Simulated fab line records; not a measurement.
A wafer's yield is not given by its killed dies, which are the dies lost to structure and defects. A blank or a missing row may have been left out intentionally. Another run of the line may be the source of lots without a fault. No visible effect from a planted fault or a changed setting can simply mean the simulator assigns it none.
Comparing a struck lot with a sound one    flow rit_cmos    26 steps out of a route of 202
Sound: these wafers, L239.1, L239.3, L239.4. Wafers L230.1, L230.2, L230.3 were the ones struck. Last of all comes the cause.
Each step with rows lists, per side, the tool, then ch with its chambers, then its first start. Under that, the readings that differ: sound wafers    struck wafers    difference of the means    sigmas: that difference in standard deviations of wafers without a fault.
alike: readings with means less than 2 such deviations apart, plus words and numbers identical on both sides. not compared: withheld readings, readings lacking a value on some wafer, bounds such as >300 that could conceal the same value, and numbers that have no deviation in the record and whose values overlap.
A row with sigmas, a row that says differs or no value, or rows on one side alone: a step with any of these is where the two part. Numbers that have no deviation but don't overlap get no sigmas and don't part them. A reading missing from all wafers of one side parts the sides only when that side holds two or more wafers.

first, 1 step without rows for these wafers: RIT_WELLDRIVE_ANNEAL_00 (time 14700 s).
RIT_WELLDRIVE_RS_MEAS_01: uses a four-point probe to measure.
  sound on film_metro-04, day 5 19:07; struck on film_metro-04, day 3 21:31
  alike: NWELL_RS
RIT_WELLDRIVE_RS_MEAS_02: uses a four-point probe to measure.
  sound on film_metro-04, day 5 19:14; struck on film_metro-04, day 3 21:38
  alike: PWELL_RS
then, 6 steps without rows for these wafers: RIT_NRETRO_HMDS_00 (prime time 60 s); RIT_NRETRO_COAT_01 (resist thk 1300 nm); RIT_NRETRO_SOFTBAKE_02 (time 60 s); RIT_NRETRO_EXPOSE_03 (exposes mask M4, target cd 43900 nm); RIT_NRETRO_PEB_04; RIT_NRETRO_DEVELOP_05 (develop time 68 s).
RIT_NRETRO_OVL_MEAS_06:
  sound on overlay-01, day 5 20:21; struck on overlay-02, day 3 22:45
  alike: NRETRO_OVL
then, 2 steps without rows for these wafers: RIT_NRETRO_HARDBAKE_07 (time 120 s); RIT_NRETRO_IMPLANT_08.
RIT_NRETRO_STRIP_09: strips in O2, time 180 s.
  sound on plasma_asher-03 ch 0,1, day 5 20:47; struck on plasma_asher-01 ch 0,1, day 3 23:11
  no value came back on the struck wafers for chamber_pressure_mTorr (mTorr), drypump_motor_current_A (A); on the sound wafers chamber_pressure_mTorr (mTorr) reads 4001 4001 3995
reading                                      sound  struck          difference  sigmas
model.NOVOLAK_of_NRETRO_COAT_01.thk_nm (nm)  0 0 0  1138 1140 1138  +1139       
  not compared: rf_hours_counter_h
RIT_NRETRO_TW_MEAS_10:
  sound on film_metro-03, day 5 20:58; struck on film_metro-01, day 3 23:22
  alike: NRETRO_TW
then, 6 steps without rows for these wafers: RIT_PRETRO_HMDS_00 (prime time 60 s); RIT_PRETRO_COAT_01 (resist thk 1300 nm); RIT_PRETRO_SOFTBAKE_02 (time 60 s); RIT_PRETRO_EXPOSE_03 (exposes mask M5, target cd 43700 nm); RIT_PRETRO_PEB_04; RIT_PRETRO_DEVELOP_05 (develop time 68 s).
RIT_PRETRO_OVL_MEAS_06:
  sound on overlay-02, day 5 22:02; struck on overlay-02, day 4 00:18
  alike: PRETRO_OVL
then, 2 steps without rows for these wafers: RIT_PRETRO_HARDBAKE_07 (time 120 s); RIT_PRETRO_IMPLANT_08.
RIT_PRETRO_STRIP_09: strips in O2, time 180 s.
  sound on plasma_asher-03 ch 0,1, day 5 22:28; struck on plasma_asher-01 ch 0,1, day 4 00:44
  alike: chamber_pressure_mTorr, drypump_motor_current_A
  not compared: rf_hours_counter_h
RIT_PRETRO_TW_MEAS_10:
  sound on film_metro-02, day 5 22:38; struck on film_metro-02, day 4 00:55
reading    sound        struck    difference  sigmas
PRETRO_TW  484 482 483  30 30 30  -453        -99 or more
then, 1 step without rows for these wafers: RIT_GATE_WET_ETCH_00 (etches SiO2 in BOE, target depth 56 nm, time 60 s).

== WHERE THEY PART ==
First at RIT_NRETRO_STRIP_09; last, within this record, at RIT_PRETRO_TW_MEAS_10.

WHY: what the simulator had put in
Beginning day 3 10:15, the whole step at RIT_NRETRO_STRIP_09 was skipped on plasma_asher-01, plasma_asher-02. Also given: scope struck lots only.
